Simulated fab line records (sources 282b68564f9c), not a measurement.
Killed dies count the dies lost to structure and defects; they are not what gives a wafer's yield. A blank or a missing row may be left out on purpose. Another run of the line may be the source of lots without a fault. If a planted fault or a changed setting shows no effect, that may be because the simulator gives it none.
Split-lot study	flow rit cmos	on a route of 202 steps: 5 lots, 23 wafers read

ON THE SPLIT
At RIT_PWELL_COAT_01 (resist thk 1300 nm), the setting spin rpm was moved away from the recipe's 2000 rpm on 5 of the 23 wafers read, by -4.2% to +7.1%. The other wafers ran this setting at the recipe's value.

FROM THE SPLIT TO THE READING: what the file shows between them, 3 steps
- RIT_PWELL_SOFTBAKE_02: time 60 s
- RIT_PWELL_EXPOSE_03: exposes mask M3, target cd 43700 nm
- RIT_PWELL_DEVELOP_05: develop time 68 s

THE READING
NOVOLAK_of_PWELL_COAT_01.thk nm (the simulator's own value, which no gauge read), in nm, at RIT_PWELL_HARDBAKE_07 (time 120 s). No usual value for it is given in the file. Across the 18 wafers here that went through the recipe, the average is 1139 nm and the standard deviation 2.8 nm.

wafer	tool, chamber at the split	spin rpm as run, rpm	against the recipe	NOVOLAK_of_PWELL_COAT_01.thk nm, nm	against lot-mates on the recipe
L074.1	litho track-02, 0	2000	recipe	1137	-
L074.4	litho track-02, 0	2000	recipe	1135	-
L074.5	litho track-02, 0	2000	recipe	1138	-
L076.1	litho track-02, 0	2000	recipe	1139	-
L076.2	litho track-02, 0	2000	recipe	1140	-
L076.4	litho track-02, 0	2000	recipe	1141	-
L076.5	litho track-02, 0	2000	recipe	1142	-
L076.6	litho track-02, 0	2000	recipe	1142	-
L077.1	litho track-02, 0	2142	+7.1%	1100	-37
L077.2	litho track-02, 0	2000	recipe	1138	-
L077.3	litho track-02, 0	2142	+7.1%	1097	-40
L077.4	litho track-02, 0	2000	recipe	1136	-
L077.5	litho track-02, 0	2000	recipe	1136	-
L079.1	litho track-02, 0	2000	recipe	1142	-
L079.6	litho track-02, 0	2000	recipe	1142	-
L079.3	litho track-02, 0	2000	recipe	1138	-
L079.4	litho track-02, 0	2000	recipe	1144	-
L079.5	litho track-02, 0	2000	recipe	1140	-
L083.1	litho track-04, 0	2000	recipe	1134	-
L083.2	litho track-04, 0	2000	recipe	1136	-
L083.3	litho track-04, 0	1916	-4.2%	1161	+26
L083.4	litho track-04, 0	1916	-4.2%	1161	+26
L083.5	litho track-04, 0	1916	-4.2%	1159	+24

FIT RESULTS
A straight line over all 23 wafers: NOVOLAK_of_PWELL_COAT_01.thk nm changes by -5.48 nm for each +1% of spin rpm; r = -0.98; the points scatter about the line by 2.7 nm.
The same after taking each lot's own level away (the mean of its wafers on the recipe; 23 wafers): -5.61 nm for each +1%; r = -0.99; scatter 1.6 nm.
The reading moves by 40 nm for the largest change in spin rpm, on that fit.
Across the lots, their own levels run from 1135.0 to 1141.2 nm, a range of 2.2 times the standard deviation given above.
Consequently the slope shifts little with the lot-to-lot level, the two slopes agreeing.
Check: -41 nm against its lot-mates is what the line predicts for one of the wafers moved furthest among these (+7.1%) when that wafer is left out of the fit. It came out at -36.7 nm against them.

FURTHER SPLITS ON THESE WAFERS
Before the reading, these wafers also passed through other splits. Each is held against what the fit with the lots' levels taken away leaves over:
other split on the same wafers	wafers away from the commonest value	r with NOVOLAK_of_PWELL_COAT_01.thk nm (lot level and that fit taken away)
RIT_ACTIVE_COAT_06 resist thk nm	8	-0.29
RIT_ACTIVE_EXPOSE_08 dose mj	8	-0.07
RIT_ACTIVE_STRIP_14 pressure mtorr	15	-0.21
RIT_NWELL_IMPLANT_08 energy kev	7	-0.09

THE WHOLE CHAIN: every reading that the file lists as answering this split, in the file's order
step	what it does	reading	change (the file's fit)	r (the file's)
RIT_PWELL_COAT_01	resist thk 1300 nm	NOVOLAK_of_PWELL_COAT_01.thk nm (the simulator's own value, which no gauge read)	-6.47 nm for each +1% of the setting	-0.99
RIT_PWELL_HARDBAKE_07	time 120 s	NOVOLAK_of_PWELL_COAT_01.thk nm (the simulator's own value, which no gauge read)	-5.58 nm for each +1% of the setting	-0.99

FILE'S OWN FIT
NOVOLAK_of_PWELL_COAT_01.thk nm changes by -5.58 nm for each +1% of spin rpm, r = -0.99.
